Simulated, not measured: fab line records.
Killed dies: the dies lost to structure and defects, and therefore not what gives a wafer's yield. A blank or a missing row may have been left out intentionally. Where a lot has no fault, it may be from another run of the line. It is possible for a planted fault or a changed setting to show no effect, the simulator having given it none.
fab line records	flow rit_cmos
record lots=6	wafers=18	last_day=7
route steps=202 shown ACTIVE@8 FOX1@20 FOX2@23 NWELL@28 PWELL@39 M1@202
lots that met no fault: taken from a fault-free run of the same line
start_h: the number of hours between the record's first day and the start of the first shown wafer of the lot	wait_h: hours since the lot's step before	" unchanged from the row above	L1.1+2: several wafers, shown together as one row	- no value, or no start given	* or withheld: withheld	< > ~ a bound
route shown NAME@n: NAME is a module with steps in the file, n the number in the route of the first one	usual: average and standard deviation across the fault-free wafers	same: alike in all rows	chamber/n: place in a boat	sites: each site's reading	_std_site: their standard deviation	_edge_site: mean of outer sites minus mean of inner sites	radius_mm: how far each site lies from the wafer's centre	mask NAME#n: copy n	behind: tool/chamber where the wafer was last shaped	hold: cause of the lot's hold/its duration in hours/its outcome	device: the n, p or np transistor that did not switch	end of line: tests of these same wafers at the route's end	step lacking rows: just its recipe	killed: not the wafer's yield, but the dies lost to structure and defects at the first sort	map: shows each die of a wafer: x if killed, . if not, _ if none is there
set.NAME: the setting that was run; set.NAME@STEP: the one run at that earlier step	model.NAME: the simulator's own value behind a step, which no gauge read
a table for each step, a row for each wafer; lots at some steps of the route
services: the hour from which a tool's chamber was out of use, counted from the record's first day as start_h (under 0 if before that day), plus the number of hours and why
## steps
# step RIT_ACTIVE_SOFTBAKE_07
# recipe resist=NOVOLAK	temp_c=90	time_s=60
# step RIT_ACTIVE_EXPOSE_08
# recipe mask_id=M1	na=0.6	source_shape=conventional	sigma_outer=0.6	target_cd_nm=1400	dose_mj=222.6
# step RIT_ACTIVE_PEB_09
# recipe resist=NOVOLAK	temp_c=withheld	time_s=withheld
# step RIT_ACTIVE_DEVELOP_10
# recipe resist=NOVOLAK	develop_time_s=50	dev_temp_c=23
# step RIT_ACTIVE_CD_MEAS_11
# recipe target_cd_nm=1400
# usual cd_nm=1400.8/2.6
lot.wafer	tool	chamber	start_h	wait_h	cd_nm
L557.2	cd_sem-02	-	14.58	-	1398.2
L557.3	"	-	"	"	1402.6
L557.4	"	-	"	"	1398.6
L568.2	cd_sem-01	-	69.58	-	1404.8
L568.4	"	-	"	"	1403.1
L568.5	"	-	"	"	1404.1
L569.4	cd_sem-01	-	75.21	-	1403.8
L569.5	"	-	"	"	1402.2
L569.6	"	-	"	"	1403.1
L573.2	cd_sem-01	-	95.87	-	1395.2
L573.3	"	-	"	"	1396.8
L573.4	"	-	"	"	1395.7
L577.1	cd_sem-01	-	114.56	-	1405.4
L577.2	"	-	"	"	1405.6
L577.6	"	-	"	"	1402.6
L580.2	cd_sem-01	-	129.62	-	1401.0
L580.3	"	-	"	"	1399.3
L580.6	"	-	"	"	1403.0
# step RIT_ACTIVE_HARDBAKE_12
# recipe resist=NOVOLAK	temp_c=140	time_s=60
# step RIT_ACTIVE_ETCH_13
# recipe stop_on=SiO2	chemistry=SF6	target=Si3N4	time_s=210	over_etch_frac=0.4	SF6_flow_sccm=200	pressure_mtorr=260	rf_w=125	target_depth_a=2100
# usual drypump_motor_current_A=5.8/0.39	oes_product_au=0.815/0.012	throttle_valve_pct=7.48/0.15
# same time_s=210
lot.wafer	tool	chamber	start_h	wait_h	drypump_motor_current_A	oes_product_au	rf_hours_counter_h	throttle_valve_pct
L557.2	rie_diel-03	3	14.83	0.1	6.1	0.806	143	7.47
L557.3	"	1	"	"	5.0	0.789	76	7.33
L557.4	"	2	"	"	5.9	0.840	60	7.60
L568.2	rie_diel-02	0	70.07	0.1	4.7	0.826	71	7.33
L568.4	"	1	"	"	6.5	0.827	143	7.40
L568.5	"	3	"	"	5.8	0.830	-	7.59
L569.4	rie_diel-04	1	75.42	0.1	5.7	0.822	2	7.73
L569.5	"	2	"	"	6.2	0.804	-	7.37
L569.6	"	1	"	"	5.7	0.826	-	7.72
L573.2	rie_diel-04	0	96.12	0.1	5.8	0.805	149	7.41
L573.3	"	2	"	"	6.2	0.812	80	7.37
L573.4	"	3	"	"	5.5	0.806	154	7.37
L577.1	rie_diel-04	0	114.83	0.1	5.8	0.818	150	7.43
L577.2	"	3	"	"	5.5	0.809	155	7.39
L577.6	"	0	"	"	5.9	0.813	-	7.43
L580.2	rie_diel-04	1	129.91	0.1	5.7	0.825	4	7.74
L580.3	"	1	"	"	5.7	0.830	-	7.72
L580.6	"	1	"	"	5.7	0.835	-	7.73
# step RIT_ACTIVE_STRIP_14
# recipe chemistry=O2	time_s=180	resist=NOVOLAK	platen_temp_c=withheld	power_w=500	pressure_mtorr=4000	o2_flow_sccm=4000
# usual drypump_motor_current_A=6.2/0.4	o2_flow_sccm=4000/14
# same time_s=180
lot.wafer	tool	chamber	start_h	wait_h	drypump_motor_current_A	o2_flow_sccm	rf_hours_counter_h
L557.2	plasma_asher-03	1	14.97	0.1	5.6	3997	37
L557.3	"	1	"	"	5.6	3994	-
L557.4	"	0	"	"	6.3	4005	-
L568.2	plasma_asher-02	1	70.20	0.1	5.6	4025	28
L568.4	"	0	"	"	6.4	4008	-
L568.5	"	1	"	"	5.6	4007	-
L569.4	plasma_asher-03	1	75.61	0.1	5.6	3994	-
L569.5	"	0	"	"	6.3	3983	-
L569.6	"	1	"	"	5.6	3997	-
L573.2	plasma_asher-03	1	96.25	0.1	5.6	3978	46
L573.3	"	1	"	"	5.6	3985	-
L573.4	"	0	"	"	6.3	4006	-
L577.1	plasma_asher-01	0	114.97	0.1	6.6	3993	47
L577.2	"	1	"	"	6.4	3997	47
L577.6	"	0	"	"	6.6	3979	-
L580.2	plasma_asher-01	1	130.11	0.1	6.4	4005	49
L580.3	"	0	"	"	6.6	4029	-
L580.6	"	1	"	"	6.4	4005	-
# step RIT_ACTIVE_CD_MEAS_90
# recipe target_cd_nm=1400
# usual cd_nm=1400.8/2.6
lot.wafer	tool	chamber	start_h	wait_h	cd_nm
L557.2	cd_sem-01	-	15.16	0.1	1398.4
L557.3	"	-	"	"	1402.1
L557.4	"	-	"	"	1398.3
L568.2	cd_sem-02	-	70.40	0.1	1404.5
L568.4	"	-	"	"	1403.7
L568.5	"	-	"	"	1404.0
L569.4	cd_sem-02	-	75.79	0.1	1403.4
L569.5	"	-	"	"	1402.6
L569.6	"	-	"	"	1403.2
L573.2	cd_sem-01	-	96.44	0.1	1395.1
L573.3	"	-	"	"	1396.5
L573.4	"	-	"	"	1396.2
L577.1	cd_sem-01	-	115.14	0.1	1405.5
L577.2	"	-	"	"	1405.7
L577.6	"	-	"	"	1403.1
L580.2	cd_sem-02	-	130.30	0.1	1401.0
L580.3	"	-	"	"	1399.3
L580.6	"	-	"	"	1402.9
# step RIT_ACTIVE_CLEAN_15
# recipe chemistry=SC1	mix=3:3:50	time_s=600	temp_c=75
# step RIT_ACTIVE_CLEAN_16
# recipe chemistry=dHF	dilution=50:1	time_s=30
# step RIT_ACTIVE_CLEAN_17
# recipe chemistry=SC2	mix=3:3:50	time_s=600	temp_c=75	dry=n2_spin
# step RIT_FOX1_OXIDATION_00
# recipe temp_c=1107	ambient=H2O	target_thk_a=3507	p_h2o_torr=720	ox_time_s=1130
# usual spike_tc_centre_C=1109.9/1.4
lot.wafer	tool	chamber	start_h	wait_h	spike_tc_centre_C
L557.2	furnace-01	0	15.63	0.0	1108.9
L557.3	"	0	"	"	1110.8
L557.4	"	0	"	"	1109.5
L568.2	furnace-01	0	70.87	0.0	1110.5
L568.4	"	0	"	"	1111.1
L568.5	"	0	"	"	1109.8
L569.4	furnace-01	0	76.21	0.0	1110.7
L569.5	"	0	"	"	1111.3
L569.6	"	0	"	"	1109.3
L573.2	furnace-03	0	96.91	0.0	1110.3
L573.3	"	0	"	"	1109.8
L573.4	"	0	"	"	1110.9
L577.1	furnace-04	0	115.66	0.0	1107.1
L577.2	"	0	"	"	1108.9
L577.6	"	0	"	"	1108.3
L580.2	furnace-04	0	130.80	0.0	1106.3
L580.3	"	0	"	"	1106.7
L580.6	"	0	"	"	1106.9
# step RIT_FOX1_THK_MEAS_01
# recipe reads=SiO2_of_FOX1_OXIDATION_00
# usual FOX1_OXIDE_THK=366/5.3
lot.wafer	tool	chamber	start_h	wait_h	FOX1_OXIDE_THK[nm]
L557.2	film_metro-02	-	16.95	0.0	372
L557.3	"	-	"	"	365
L557.4	"	-	"	"	370
L568.2	film_metro-02	-	72.19	0.0	369
L568.4	"	-	"	"	368
L568.5	"	-	"	"	364
L569.4	film_metro-01	-	77.56	0.0	362
L569.5	"	-	"	"	359
L569.6	"	-	"	"	363
L573.2	film_metro-04	-	98.23	0.0	364
L573.3	"	-	"	"	361
L573.4	"	-	"	"	362
L577.1	film_metro-01	-	116.98	0.0	373
L577.2	"	-	"	"	370
L577.6	"	-	"	"	370
L580.2	film_metro-04	-	132.12	0.0	376
L580.3	"	-	"	"	374
L580.6	"	-	"	"	369
# step RIT_FOX1_WET_ETCH_02
# recipe chemistry=BOE	target_depth_nm=350	time_s=390	temp_c=21.5	dry=n2_spin	dilution=10:1	target=SiO2
# step RIT_FOX2_OXIDATION_00
# recipe temp_c=1100	ambient=H2O	target_thk_a=3507	p_h2o_torr=720	ox_time_s=1130
# step RIT_FOX2_THK_MEAS_01
# recipe reads=SiO2_of_FOX2_OXIDATION_00
# usual FOX2_OXIDE_THK=354/7
lot.wafer	tool	chamber	start_h	wait_h	FOX2_OXIDE_THK[nm]
L557.2	film_metro-02	-	18.44	0.0	352
L557.3	"	-	"	"	357
L557.4	"	-	"	"	355
L568.2	film_metro-03	-	73.69	0.0	346
L568.4	"	-	"	"	350
L568.5	"	-	"	"	341
L569.4	film_metro-03	-	79.05	0.0	364
L569.5	"	-	"	"	364
L569.6	"	-	"	"	359
L573.2	film_metro-02	-	99.83	0.0	353
L573.3	"	-	"	"	350
L573.4	"	-	"	"	349
L577.1	film_metro-04	-	118.92	0.0	338
L577.2	"	-	"	"	335
L577.6	"	-	"	"	331
L580.2	film_metro-04	-	133.62	0.0	358
L580.3	"	-	"	"	355
L580.6	"	-	"	"	361
# step RIT_FOX2_CLEAN_02
# recipe chemistry=dHF	dilution=50:1	time_s=180
# step RIT_FOX2_WET_ETCH_03
# recipe chemistry=H3PO4	target=Si3N4	target_depth_nm=195	temp_c=165	time_s=2700
# step RIT_FOX2_THK_MEAS_90
# recipe reads=SiO2_of_FOX2_OXIDATION_00
# usual FIELD_OXIDE_LEFT_1_THK=327/6.9
lot.wafer	tool	chamber	start_h	wait_h	FIELD_OXIDE_LEFT_1_THK[nm]
L557.2	film_metro-03	-	19.40	0.0	325
L557.3	"	-	"	"	330
L557.4	"	-	"	"	327
L568.2	film_metro-03	-	74.57	0.0	319
L568.4	"	-	"	"	323
L568.5	"	-	"	"	314
L569.4	film_metro-02	-	79.92	0.0	337
L569.5	"	-	"	"	337
L569.6	"	-	"	"	332
L573.2	film_metro-04	-	100.70	0.0	326
L573.3	"	-	"	"	323
L573.4	"	-	"	"	322
L577.1	film_metro-04	-	119.79	0.0	310
L577.2	"	-	"	"	308
L577.6	"	-	"	"	303
L580.2	film_metro-04	-	134.65	0.0	331
L580.3	"	-	"	"	328
L580.6	"	-	"	"	334
# step RIT_NWELL_HMDS_00
# recipe prime_time_s=60	prime_temp_c=140
# step RIT_NWELL_COAT_01
# recipe resist=NOVOLAK	spin_rpm=2000	resist_thk_nm=1300
# step RIT_NWELL_SOFTBAKE_02
# recipe resist=NOVOLAK	temp_c=90	time_s=60
# step RIT_NWELL_EXPOSE_03
# recipe mask_id=M2	na=0.57	target_cd_nm=43900	dose_mj=250
# step RIT_NWELL_PEB_04
# recipe resist=NOVOLAK	temp_c=withheld	time_s=withheld
# step RIT_NWELL_DEVELOP_05
# recipe resist=NOVOLAK	develop_time_s=68	dev_temp_c=23
# step RIT_NWELL_OVL_MEAS_06
# usual NWELL_OVL=-0.8/1.4
lot.wafer	tool	chamber	start_h	wait_h	NWELL_OVL[nm]
L557.2	overlay-02	-	20.33	-	-1.8
L557.3	"	-	"	"	-1.2
L557.4	"	-	"	"	-1.2
L568.2	overlay-02	-	75.51	-	0.1
L568.4	"	-	"	"	1.0
L568.5	"	-	"	"	0.2
L569.4	overlay-02	-	80.85	-	-1.7
L569.5	"	-	"	"	-0.5
L569.6	"	-	"	"	-0.4
L573.2	overlay-02	-	101.64	-	-1.7
L573.3	"	-	"	"	-1.2
L573.4	"	-	"	"	0.0
L577.1	overlay-02	-	120.86	-	-3.7
L577.2	"	-	"	"	-2.3
L577.6	"	-	"	"	-3.5
L580.2	overlay-01	-	135.59	-	0.3
L580.3	"	-	"	"	-0.7
L580.6	"	-	"	"	-1.2
# step RIT_NWELL_HARDBAKE_07
# recipe resist=NOVOLAK	temp_c=140	time_s=120
# step RIT_NWELL_IMPLANT_08
# recipe species=P	energy_kev=170	dose_cm2=4.953e+13	tilt_deg=7
# step RIT_NWELL_STRIP_09
# recipe chemistry=O2	time_s=180	resist=NOVOLAK	platen_temp_c=withheld	power_w=500	pressure_mtorr=4000	o2_flow_sccm=4000
# usual drypump_motor_current_A=6.1/0.47	o2_flow_sccm=3998/11
# same time_s=180
lot.wafer	tool	chamber	start_h	wait_h	drypump_motor_current_A	o2_flow_sccm	rf_hours_counter_h
L557.2	plasma_asher-01	0	20.76	0.1	6.6	3986	37
L557.3	"	0	"	"	6.6	3984	-
L557.4	"	1	"	"	6.4	4018	-
L568.2	plasma_asher-04	1	75.94	0.1	5.3	3991	43
L568.4	"	1	"	"	5.4	3996	-
L568.5	"	1	"	"	5.3	4006	-
L569.4	plasma_asher-02	1	81.33	0.1	5.5	4007	-
L569.5	"	1	"	"	5.6	3997	-
L569.6	"	0	"	"	6.5	3996	-
L573.2	plasma_asher-01	0	102.07	0.1	6.6	4000	45
L573.3	"	1	"	"	6.4	4026	-
L573.4	"	0	"	"	6.6	3997	-
L577.1	plasma_asher-02	0	121.30	0.1	6.4	3984	32
L577.2	"	1	"	"	5.5	3998	32
L577.6	"	1	"	"	5.5	4003	-
L580.2	plasma_asher-01	0	136.02	0.1	6.7	3986	50
L580.3	"	1	"	"	6.4	3990	-
L580.6	"	0	"	"	6.6	4009	-
# step RIT_NWELL_TW_MEAS_10
# usual NWELL_TW=2127/17
lot.wafer	tool	chamber	start_h	wait_h	NWELL_TW
L557.2	film_metro-01	-	20.95	0.1	2125
L557.3	"	-	"	"	2127
L557.4	"	-	"	"	2119
L568.2	film_metro-03	-	76.13	0.1	2140
L568.4	"	-	"	"	2155
L568.5	"	-	"	"	2147
L569.4	film_metro-01	-	81.48	0.1	2107
L569.5	"	-	"	"	2121
L569.6	"	-	"	"	2111
L573.2	film_metro-03	-	102.26	0.1	2127
L573.3	"	-	"	"	2135
L573.4	"	-	"	"	2136
L577.1	film_metro-01	-	121.47	0.1	2117
L577.2	"	-	"	"	2126
L577.6	"	-	"	"	2131
L580.2	film_metro-04	-	136.20	0.1	2141
L580.3	"	-	"	"	2122
L580.6	"	-	"	"	2143
# step RIT_PWELL_HMDS_00
# recipe prime_time_s=60	prime_temp_c=140
# step RIT_PWELL_COAT_01
# recipe resist=NOVOLAK	spin_rpm=2000	resist_thk_nm=1300
# step RIT_PWELL_SOFTBAKE_02
# recipe resist=NOVOLAK	temp_c=90	time_s=60
# step RIT_PWELL_EXPOSE_03
# recipe mask_id=M3	na=0.57	target_cd_nm=43700	dose_mj=250
# step RIT_PWELL_PEB_04
# recipe resist=NOVOLAK	temp_c=withheld	time_s=withheld
# step RIT_PWELL_DEVELOP_05
# recipe resist=NOVOLAK	develop_time_s=68	dev_temp_c=23
# step RIT_PWELL_OVL_MEAS_06
# usual PWELL_OVL=-0.2/1.4
lot.wafer	tool	chamber	start_h	wait_h	PWELL_OVL[nm]
L557.2	overlay-01	-	22.01	-	0.2
L557.3	"	-	"	"	-3.2
L557.4	"	-	"	"	-1.8
L568.2	overlay-01	-	77.07	-	-0.6
L568.4	"	-	"	"	-2.8
L568.5	"	-	"	"	-0.4
L569.4	overlay-02	-	82.40	-	0.9
L569.5	"	-	"	"	1.6
L569.6	"	-	"	"	0.5
L573.2	overlay-01	-	103.32	-	0.4
L573.3	"	-	"	"	-1.0
L573.4	"	-	"	"	-0.9
L577.1	overlay-02	-	122.41	-	1.4
L577.2	"	-	"	"	-2.6
L577.6	"	-	"	"	-0.8
L580.2	overlay-01	-	137.14	-	-1.1
L580.3	"	-	"	"	0.2
L580.6	"	-	"	"	-2.3
# step RIT_PWELL_HARDBAKE_07
# recipe resist=NOVOLAK	temp_c=140	time_s=120
# step RIT_PWELL_IMPLANT_08
# recipe species=B	energy_kev=170	dose_cm2=6.915e+13	tilt_deg=7
# step RIT_PWELL_STRIP_09
# recipe chemistry=O2	time_s=180	resist=NOVOLAK	platen_temp_c=withheld	power_w=500	pressure_mtorr=4000	o2_flow_sccm=4000
# usual drypump_motor_current_A=6.0/0.45	o2_flow_sccm=4001/12
# same time_s=180
lot.wafer	tool	chamber	start_h	wait_h	drypump_motor_current_A	o2_flow_sccm	rf_hours_counter_h
L557.2	plasma_asher-04	0	22.44	0.1	5.8	3990	37
L557.3	"	1	"	"	5.4	3999	-
L557.4	"	0	"	"	5.8	3989	-
L568.2	plasma_asher-04	1	77.50	0.1	5.4	4012	43
L568.4	"	0	"	"	5.7	4001	-
L568.5	"	0	"	"	5.8	4010	-
L569.4	plasma_asher-01	0	82.88	0.1	6.6	3993	-
L569.5	"	1	"	"	6.4	4009	-
L569.6	"	0	"	"	6.6	3991	-
L573.2	plasma_asher-03	0	103.75	0.1	6.3	4002	47
L573.3	"	0	"	"	6.3	4010	-
L573.4	"	1	"	"	5.6	4010	-
L577.1	plasma_asher-03	1	122.85	0.1	5.6	4019	1
L577.2	"	0	"	"	6.3	4001	1
L577.6	"	0	"	"	6.3	3986	-
L580.2	plasma_asher-04	0	137.67	0.1	5.7	3999	50
L580.3	"	0	"	"	5.7	4025	-
L580.6	"	0	"	"	5.7	4005	-
# step RIT_PWELL_TW_MEAS_10
# usual PWELL_TW=943/6.8
lot.wafer	tool	chamber	start_h	wait_h	PWELL_TW
L557.2	film_metro-04	-	22.62	0.1	952
L557.3	"	-	"	"	956
L557.4	"	-	"	"	951
L568.2	film_metro-01	-	77.68	0.1	937
L568.4	"	-	"	"	932
L568.5	"	-	"	"	927
L569.4	film_metro-01	-	83.03	0.1	940
L569.5	"	-	"	"	939
L569.6	"	-	"	"	939
L573.2	film_metro-04	-	103.93	0.1	939
L573.3	"	-	"	"	942
L573.4	"	-	"	"	946
L577.1	film_metro-03	-	123.02	0.1	954
L577.2	"	-	"	"	954
L577.6	"	-	"	"	955
L580.2	film_metro-04	-	137.86	0.1	950
L580.3	"	-	"	"	948
L580.6	"	-	"	"	950
# step RIT_M1_PROBE_99
# usual killed_at_front_end=6.3/2.9	killed_dies=6.4/2.9	killed_on_rim=1.7/1.4	killed_open=3.3/2.1	killed_short=3.1/1.7
# same gross_dies=264	killed_at_M0_to_M3=0	killed_at_M4_up=0	killed_at_back_side=0	killed_at_contacts=0	killed_at_other=0
lot.wafer	tool	chamber	start_h	wait_h	killed_at_front_end	killed_dies	killed_on_rim	killed_open	killed_short
L557.2	prober-01	-	58.08	0.1	8	8	2	3	5
L557.3	prober-01	-	58.13	0.2	6	6	5	3	3
L557.4	prober-01	-	58.18	0.2	2	2	0	1	1
L568.2	prober-02	-	112.69	0.1	134	134	36	2	1
L568.4	prober-02	-	112.79	0.2	147	147	40	1	1
L568.5	prober-02	-	112.84	0.2	139	139	36	2	0
L569.4	prober-02	-	117.87	0.2	134	134	38	1	1
L569.5	prober-02	-	117.92	0.2	139	139	38	2	3
L569.6	prober-02	-	117.97	0.2	142	142	33	1	1
L573.2	prober-02	-	139.78	0.1	7	7	2	4	3
L573.3	prober-02	-	139.83	0.2	8	8	3	4	4
L573.4	prober-02	-	139.88	0.2	10	10	1	5	5
L577.1	prober-02	-	158.67	0.1	8	8	1	3	5
L577.2	prober-02	-	158.72	0.1	3	3	2	2	1
L577.6	prober-02	-	158.92	0.2	2	2	1	0	2
L580.2	prober-01	-	175.25	0.1	5	5	1	1	3
L580.3	prober-01	-	175.30	0.2	12	12	6	8	3
L580.6	prober-01	-	175.45	0.2	4	4	2	2	2
# killed by level:class
L557.2 GATE:geometric_particle:open=3 SILICIDE:geometric_particle:short=2 FOX2:geometric_particle:short=1 GATE:geometric_particle:short=1 REOX:geometric_particle:short=1
L557.3 GATE:geometric_particle:open=3 FOX2:geometric_particle:short=1 GATE:geometric_particle:short=1 SILICIDE:geometric_particle:short=1
L557.4 FOX1:geometric_particle:open=1 SPACER:geometric_particle:short=1
L568.2 FOX1:unspecified=131 SILICIDE:geometric_particle:open=2 FOX2:geometric_particle:short=1
L568.4 FOX1:unspecified=145 SPACER:geometric_particle:open=1 SILICIDE:geometric_particle:short=1
L568.5 FOX1:unspecified=137 GATE:geometric_particle:open=1 SPACER:geometric_particle:open=1
L569.4 FOX1:unspecified=132 FOX2:geometric_particle:short=1 SILICIDE:geometric_particle:open=1
L569.5 FOX1:unspecified=134 SILICIDE:geometric_particle:short=2 FOX1:geometric_particle:short=1 FOX2:geometric_particle:open=1 GATE:geometric_particle:open=1
L569.6 FOX1:unspecified=140 GATE:geometric_particle:short=1 SILICIDE:geometric_particle:open=1
L573.2 GATE:geometric_particle:open=3 GATE:geometric_particle:short=2 REOX:geometric_particle:short=1 REOX:geometric_particle:open=1
L573.3 GATE:geometric_particle:short=2 GATE:geometric_particle:open=2 FOX2:geometric_particle:short=1 REOX:geometric_particle:open=1 REOX:geometric_particle:short=1 SPACER:geometric_particle:open=1
L573.4 GATE:geometric_particle:short=2 SPACER:geometric_particle:short=2 FOX1:geometric_particle:short=1 FOX1:geometric_particle:open=1 GATE:geometric_particle:open=1 REOX:geometric_particle:open=1 SPACER:geometric_particle:open=1 SILICIDE:geometric_particle:open=1
L577.1 GATE:geometric_particle:short=3 FOX2:geometric_particle:short=1 FOX2:geometric_particle:open=1 GATE:geometric_particle:open=1 REOX:geometric_particle:open=1 SILICIDE:geometric_particle:short=1
L577.2 GATE:geometric_particle:open=1 SILICIDE:geometric_particle:open=1 SILICIDE:geometric_particle:short=1
L577.6 GATE:geometric_particle:short=2
L580.2 REOX:geometric_particle:short=2 FOX1:geometric_particle:short=1 GATE:geometric_particle:open=1 NWELL:coat_microbubble_printed=1
L580.3 GATE:geometric_particle:open=3 REOX:geometric_particle:open=3 FOX1:geometric_particle:open=2 REOX:geometric_particle:short=2 GATE:geometric_particle:short=1 NWELL:coat_microbubble_printed=1
L580.6 GATE:geometric_particle:short=2 GATE:geometric_particle:open=2
# map L568.4 (x killed, . not)
________xxxxx.._______
_____..x..x...x.x.____
____...x......xxxx.___
___xxxx..xx..x.x..xx__
__x.xxx.xx..xx.xxxxxx_
__.xxxxx.x.xx.xxxxxx._
_xxxx.xxx.xx..x.x.x.x.
_.....x...x.xx.x...xxx
_xx...x...x..xxxxxxxx.
_xxx.xx..xxxxx..xxx..x
__.x....xx..x.x..x.xx_
__x.x..xxx....xxx..xx_
___.xx.xx.x.xx.xx.xx__
____.....xx.xxxxxxx___
_____xx...xxx..xxx____
________..x.x.._______
# map L569.6 (x killed, . not)
________..x.xxx_______
_____.x...x..x....____
____x.x.....xxxxxxx___
___....xx.xx.x..x.xx__
__x..xxxxxxx...x.xx.x_
__.x..xx.xxx..xx...xx_
_x.xxx.xx...xx..xx.xxx
_.x..xxx.x.xx.x...xx.x
_xx.....x.x.x..x..x.xx
_....xx.x.xxxxx.xxxx..
__.xxxx.xxx.xx..x.x.._
__x.x.x..x..x.xxxxx.x_
___..xxx......xxxx..__
____.xxx.x...xx.xx.___
_____xxxxxxxx....x____
________xxx.x.x_______
## services
tool	chamber	start_h	hours	kind
rie_diel-03	0	-8.99	9.3	repair
plasma_asher-04	-	-7.22	14.6	pm
furnace-01	-	-1.50	3.3	pm
furnace-04	-	1.95	4.1	pm
rie_diel-04	3	10.89	9.5	repair
rie_diel-02	3	12.35	10.0	repair
plasma_asher-02	-	19.31	3.5	repair
rie_diel-03	-	35.58	28.1	pm
furnace-01	-	45.29	4.4	pm
plasma_asher-01	-	46.11	1.4	repair
plasma_asher-03	-	52.92	0.6	repair
plasma_asher-01	-	76.21	2.8	pm
rie_diel-03	1	79.70	9.6	repair
rie_diel-04	-	84.68	0.3	repair
rie_diel-03	-	93.04	65.3	repair
plasma_asher-03	-	108.80	9.0	pm
plasma_asher-03	0	108.80	9.0	vent_cycle
plasma_asher-03	1	108.80	9.0	vent_cycle
plasma_asher-02	-	110.74	10.5	repair
plasma_asher-03	0	117.80	-	clean
plasma_asher-04	-	125.93	8.0	repair
rie_diel-04	0	128.36	46.2	repair
rie_diel-04	2	130.13	4.4	repair
furnace-03	-	132.14	3.3	pm
## key
first_sign step=RIT_M1_PROBE_99	reading=killed_at_front_end	direction=up	sigmas=45	usual=6.3	struck=139.2
effect step=RIT_M1_PROBE_99	reading=killed_dies	direction=up	sigmas=45	usual=6.4	struck=139.2
met_at RIT_FOX1_OXIDATION_00
struck_wafers L568.2,L568.4,L568.5,L569.4,L569.5,L569.6
tester_left_out L568,L569
onset_between 15.63 70.87
fault kind=chamber_particle_source	tool=furnace-01	chamber=-	onset_h=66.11	steps=RIT_FOX1_OXIDATION_00	rate_per_visit_cm2=1.3506	end_h=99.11
# tester_left_out: of these lots the tester's yield and bins aren't shown, on N5 and GAA mostly nor the transistor test; their killed dies are dies lost to structure and defects alone, not to doping, threshold or leakage, so they don't give the yield
